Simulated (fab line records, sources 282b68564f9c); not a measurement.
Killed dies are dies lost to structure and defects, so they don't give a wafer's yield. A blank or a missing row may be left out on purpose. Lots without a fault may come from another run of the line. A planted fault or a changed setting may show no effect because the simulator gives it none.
A struck lot beside a sound one | flow rit_cmos | 17 steps out of a route of 202
Sound: wafers L648.3, L648.4, L648.6. Struck: wafers L657.1, L657.3, L657.6. The cause comes at the end.
At each step with rows: each side's tool, then ch and its chambers, then its first start. Under that, the readings that differ: sound wafers | struck wafers | difference of the means | sigmas: that difference in standard deviations of wafers without a fault.
alike: readings whose means differ by less than 2 such deviations, and words and numbers that are the same on both sides. not compared: withheld readings, readings that some wafer has no value for, bounds like >300 that may hide the same value, and numbers for which the record gives no deviation and whose values overlap.
The two part at a step that has a row with sigmas, a row that says differs or no value, or rows on one side only. Numbers that don't overlap but have no deviation are shown without sigmas and don't part them. A reading that every wafer of one side lacks parts them only if that side has two wafers or more.

RIT_PWELL_TW_MEAS_10:
  sound on film_metro-04, day 2 10:09; struck on film_metro-03, day 4 05:37
  alike: PWELL_TW
then, 1 step without rows for these wafers: RIT_WELLDRIVE_ANNEAL_00 (time 14700 s).
RIT_WELLDRIVE_RS_MEAS_01: measures by four-point-probe.
  sound on film_metro-02, day 2 15:19; struck on film_metro-04, day 4 10:45
  alike: NWELL_RS
RIT_WELLDRIVE_RS_MEAS_02: measures by four-point-probe.
  sound on film_metro-02, day 2 15:26; struck on film_metro-04, day 4 10:52
  alike: PWELL_RS
then, 6 steps without rows for these wafers: RIT_NRETRO_HMDS_00 (prime time 60 s); RIT_NRETRO_COAT_01 (resist thk 1300 nm); RIT_NRETRO_SOFTBAKE_02 (time 60 s); RIT_NRETRO_EXPOSE_03 (exposes mask M4, target cd 43900 nm); RIT_NRETRO_PEB_04; RIT_NRETRO_DEVELOP_05 (develop time 68 s).
RIT_NRETRO_OVL_MEAS_06:
  sound on overlay-01, day 2 16:25; struck on overlay-01, day 4 11:52
  alike: NRETRO_OVL
then, 1 step without rows for these wafers: RIT_NRETRO_HARDBAKE_07 (time 120 s).
RIT_NRETRO_IMPLANT_08:
  sound on implanter-03 ch 0, day 2 16:44; struck on implanter-03 ch 0, day 4 12:10
  reading            | sound                           | struck                        | difference | sigmas
  dose_ions_cm2      | 1.0014e+13 1.0021e+13 1.001e+13 | 8.292e+12 8.285e+12 8.304e+12 | -1.721e+12 | -99 or more
  faraday_current_uA | 31.6 32.2 31.5                  | 26.2 26.0 25.5                | -5.9       | -9
  alike: tilt_deg
RIT_NRETRO_STRIP_09: strips in O2, time 180 s.
  sound on plasma_asher-02 ch 0,1, day 2 16:53; struck on plasma_asher-01 ch 0,1, day 4 12:19
  alike: drypump_motor_current_A
  not compared: rf_hours_counter_h
RIT_NRETRO_TW_MEAS_10:
  sound on film_metro-04, day 2 17:02; struck on film_metro-04, day 4 12:29
  reading   | sound          | struck      | difference | sigmas
  NRETRO_TW | 1050 1044 1043 | 991 992 993 | -54        | -5
then, 1 step without rows for these wafers: RIT_PRETRO_HMDS_00 (prime time 60 s).
RIT_M1_PROBE_99:
  sound on prober-02, day 3 20:28; struck on prober-01, day 5 15:46
  reading                                    | sound                | struck               | difference | sigmas
  model.etest.pmos_narrow.drive_ua_um        | 107.4 106.9 106.4    | 108.8 111 110.4      | +3.2       |
  model.etest.pmos_0p3.drive_ua_um           | 104.6 103 103.3      | 105.3 108.4 108.1    | +3.6       |
  model.etest.well_edge_right.line_ohm_um    | 183.4 183.3 184.3    | 187.7 184.5 185.6    | +2.3       |
  model.etest.pmos_0p15.off_log10_a_um       | -10.26 -10.19 -10.17 | -10.07 -10.02 -9.811 | +0.24      |
  model.etest.retro_edge_pmos.off_log10_a_um | -10.24 -10.13 -10    | -9.956 -9.822 -9.771 | +0.274     |
  model.etest.pmos_narrow.off_log10_a_um     | -12.67 -12.65 -12.7  | -12.49 -12.46 -12.39 | +0.23      |
  alike: killed_at_contacts, killed_at_front_end, killed_dies, killed_on_rim, killed_open, killed_short
  not compared: model.etest.pmos_turned.drive_ua_um, model.etest.well_edge_left.line_ohm_um

WHERE THEY PART
First at RIT_NRETRO_IMPLANT_08; last, within this record, at RIT_NRETRO_TW_MEAS_10. Later steps at which nothing parts them and some readings are alike: RIT_M1_PROBE_99.

WHY: what the simulator had put in
Process parameter drift: implanter-03, from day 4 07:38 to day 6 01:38, at RIT_NRETRO_IMPLANT_08. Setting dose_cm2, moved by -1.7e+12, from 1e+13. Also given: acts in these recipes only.
